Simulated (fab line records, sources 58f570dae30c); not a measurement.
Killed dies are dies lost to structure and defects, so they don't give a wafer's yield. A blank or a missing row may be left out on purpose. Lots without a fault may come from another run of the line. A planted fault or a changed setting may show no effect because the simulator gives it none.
Problem report in the 8D (eight disciplines) form, filled by code | flow berkeley_cmos170 | the parts of the form that need people (team, actions taken, sign-off) are left out

1. THE PROBLEM
CONTACT_OVL at UCB170_CONTACT_OVL_MEAS_16 reads a mean of -130 nm on 12 wafers of 4 lots; wafers without a fault read 2 nm with a standard deviation of 5. That is -26 standard deviations from the usual mean.
First seen on wafer L625.1, day 10 03:25, on overlay-02. The record holds 48 wafers of 16 lots with a number at this step. Rule for "out", or "out of limits": more than 4 standard deviations from the usual mean. The other wafers with a number count as sound.

2. WHAT IT IS AND WHAT IT IS NOT
question                    | is                     | is not
which readings at this step | CONTACT_OVL            | -
which lots                  | L625, L626, L628, L629 | L610, L611, L612, L613, L614, L616, L617, L618, L619, L620, L624, L633
which wafers of those lots  | all that have a number | -
read on which gauges        | overlay-01, overlay-02 | -
when                        | from day 10 03:25      | up to then (33 sound wafers); but 3 sound wafers of L633 came after

3. SUSPECTS, AND WHAT RULES EACH OUT
Counting: a tool at a process step up to the reading stays a suspect if it ran every lot that is out and no sound lot after the first of them.
- the gauge at UCB170_CONTACT_OVL_MEAS_16: ruled out. The wafers that are out were read on 2 gauges (overlay-01, overlay-02).
- krf_scanner-02 at UCB170_CONTACT_EXPOSE_12 (exposes mask CONT, target cd 700 nm): kept. It ran every lot that is out, first L625 (day 10 02:54), and no sound lot after that; its last sound lot up to then is L624 (day 9 22:58).
Left after counting: krf_scanner-02 at UCB170_CONTACT_EXPOSE_12.

4. THE CAUSE (what the simulator had put in)
Scanner matching overlay: krf_scanner-02, from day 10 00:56 on, at UCB170_CONTACT_EXPOSE_12. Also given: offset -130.
Counting left only this tool.

5. THE CHAIN OF EFFECTS, in route order
Each row: a reading whose mean over the struck wafers that have a number lies more than 3 standard deviations from the usual. Only readings for which the record gives a usual standard deviation are gone through. hours: the time from each lot's start at the first step in this table that gives one to its start at this step, as a median over the lots. sigmas: the change in usual standard deviations.
hours | step                       | reading     | usual | on struck wafers | change | sigmas
0     | UCB170_CONTACT_OVL_MEAS_16 | CONTACT_OVL | 2 nm  | -130             | -132   | -26

6. WHAT WOULD HAVE CAUGHT IT SOONER
In this record the first reading out of limits at a measuring or inspecting step was taken at day 10 03:25, 2 hours after the fault began at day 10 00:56.
Of the lots that are out (4), L628, L626, L629 began UCB170_CONTACT_EXPOSE_12 on krf_scanner-02 after day 10 03:25. A hold on the tool at that time would have spared those 3.
